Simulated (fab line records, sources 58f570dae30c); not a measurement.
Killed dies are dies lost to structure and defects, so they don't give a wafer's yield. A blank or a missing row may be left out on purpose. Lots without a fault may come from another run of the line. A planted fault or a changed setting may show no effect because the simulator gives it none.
A struck lot beside a sound one | flow berkeley_cmos170 | 15 steps out of a route of 331
Sound: wafers L213.1, L213.2, L213.5. Struck: wafers L215.1, L215.2, L215.3. The cause comes at the end.
At each step with rows: each side's tool, then ch and its chambers, then its first start. Under that, the readings that differ: sound wafers | struck wafers | difference of the means | sigmas: that difference in standard deviations of wafers without a fault.
alike: readings whose means differ by less than 2 such deviations, and words and numbers that are the same on both sides. not compared: withheld readings, readings that some wafer has no value for, bounds like >300 that may hide the same value, and numbers for which the record gives no deviation and whose values overlap.
The two part at a step that has a row with sigmas, a row that says differs or no value, or rows on one side only. Numbers that don't overlap but have no deviation are shown without sigmas and don't part them. A reading that every wafer of one side lacks parts them only if that side has two wafers or more.

UCB170_CONTACT_ETCH_18: etches PSG in CHF3/CF4/Ar, stops on TiSi2, target depth 840 nm, time 195 s.
  sound on rie_diel-04 ch 0,1; struck on rie_diel-02 ch 0,2,3
  alike: drypump_motor_current_A, oes_product_au, throttle_valve_pct
  not compared: rf_hours_counter_h
UCB170_CONTACT_STRIP_19: strips in O2.
  sound on plasma_asher-02 ch 0,1, day 10 13:51; struck on plasma_asher-01 ch 0,1, day 12 01:12
  alike: drypump_motor_current_A, oes_product_au
  not compared: rf_hours_counter_h
UCB170_CONTACT_CD_MEAS_90: target cd 700 nm.
  sound on cd_sem-01, day 10 13:57; struck on cd_sem-02, day 12 01:20
  alike: cd_nm
then, 1 step without rows for these wafers: UCB170_CONTACT_CLEAN_20 (cleans in SPM, time 600 s).
UCB170_M1_SPUTTER_00: material Al, target thk 600 nm, time 80 s.
  sound on pvd_sputter-04, day 10 14:16; struck on pvd_sputter-03, day 12 01:38
  alike: throttle_valve_pct
UCB170_M1_RS_MEAS_01: measures by four-point-probe.
  sound on film_metro-04, day 10 14:19; struck on film_metro-02, day 12 01:41
  alike: M1_AL_RS
UCB170_M1_THK_MEAS_02: measures by xrf.
  sound on film_metro-04, day 10 14:26; struck on film_metro-02, day 12 01:49
  alike: M1_AL_THK
then, 5 steps without rows for these wafers: UCB170_M1_COAT_03; UCB170_M1_COAT_04 (resist thk 900 nm); UCB170_M1_SOFTBAKE_05 (time 60 s); UCB170_M1_EXPOSE_06 (exposes mask METAL1, target cd 700 nm); UCB170_M1_PEB_07.
UCB170_M1_DEVELOP_08: develop time 45 s.
  sound on litho_track-02 ch 0, day 10 15:00; struck on litho_track-02 ch 0, day 12 03:00
  reading              | sound             | struck            | difference | sigmas
  developer_temp_C (C) | 20.88 21.00 20.95 | 21.77 21.75 21.78 | +0.82      | +8
UCB170_M1_CD_MEAS_09: target cd 700 nm.
  sound on cd_sem-01, day 10 15:55; struck on cd_sem-02, day 12 03:52
  alike: cd_nm
UCB170_M3_PROBE_99:
  the record has rows for the sound wafers here (prober-01, day 11 08:58) and none for the struck ones

WHERE THEY PART
First at UCB170_M1_DEVELOP_08; last, within this record, at UCB170_M3_PROBE_99.

WHY: what the simulator had put in
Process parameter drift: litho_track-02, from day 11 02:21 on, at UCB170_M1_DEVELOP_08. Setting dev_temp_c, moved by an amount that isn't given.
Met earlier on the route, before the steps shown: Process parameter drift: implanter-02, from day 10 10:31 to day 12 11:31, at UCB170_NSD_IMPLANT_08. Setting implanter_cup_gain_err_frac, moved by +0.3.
